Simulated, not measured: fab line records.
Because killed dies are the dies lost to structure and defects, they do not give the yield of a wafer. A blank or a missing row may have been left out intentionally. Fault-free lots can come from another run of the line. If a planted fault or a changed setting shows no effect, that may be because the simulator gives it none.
Matching of chambers -- flow berkeley_cmos170 -- UCB170_V2_CMP_02 on cmp-02 has 4 sister chambers
The step polishes SiO2. 18 wafers are shown with their chamber, then 9 later ones without.

WAFERS PAIRED WITH THEIR CHAMBERS
wafer,chamber,motor_current_A (A),platen_rpm (rpm)
L102.2,3,14.6,60.04
L102.5,1,16.2,60.02
L102.6,2,16.4,60.05
L103.1,2,16.6,60.04
L103.2,0,15.7,59.95
L103.6,3,15.3,59.95
L105.2,2,16.6,59.99
L105.3,3,14.5,59.99
L105.4,1,16.4,60.03
L115.1,0,15.9,60.03
L115.4,1,17.1,59.91
L115.5,2,17.5,59.97
L117.1,2,17.1,59.99
L117.3,1,16.5,60.05
L117.5,0,16.1,60.03
L118.2,3,14.9,59.99
L118.5,0,16.2,60.01
L118.6,1,17.1,60.09

SIGNATURES (averages over the wafers above)
reading,chamber 0,chamber 1,chamber 2,chamber 3,scatter within a chamber
motor_current_A,15.975,16.660,16.840,14.825,0.382
platen_rpm,60.0050,60.0200,60.0080,59.9925,0.0472
Rule: a wafer lies at a distance from a chamber equal to the root of the sum of squares, over the readings, of (its reading less the chamber's mean, divided by the reading's scatter). If the next closest chamber is less than 2 further off than the closest, the wafer can't be placed; otherwise it belongs to the closest. The scatter: the root of (the sum of the squares of (reading less its chamber's mean) over the shown wafers, divided by (wafers less chambers)).

WAFERS WHOSE CHAMBER IS MISSING
wafer,motor_current_A (A),platen_rpm (rpm)
L119.1,17.5,60.04
L119.3,16.7,59.95
L119.4,15.8,59.96
L122.4,15.2,59.96
L122.5,16.2,60.01
L122.6,15.5,59.99
L123.2,17.3,60.01
L123.4,15.6,60.00
L123.5,15.9,60.02

WHICH CHAMBER EACH ONE RAN IN
wafer,from the rows above,in truth
L119.1,can't be placed: 2 or 1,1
L119.3,can't be placed: 2 or 1 or 0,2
L119.4,can't be placed: 0 or 1 or 3 or 2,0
L122.4,can't be placed: 3 or 0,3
L122.5,can't be placed: 0 or 1 or 2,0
L122.6,can't be placed: 0 or 3 or 1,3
L123.2,can't be placed: 2 or 1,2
L123.4,can't be placed: 0 or 3 or 1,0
L123.5,can't be placed: 0 or 1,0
Placed correctly: 0 of 9. Not placeable from these rows: 9 (in 9, the candidates include the true chamber). Wrongly placed: 0.
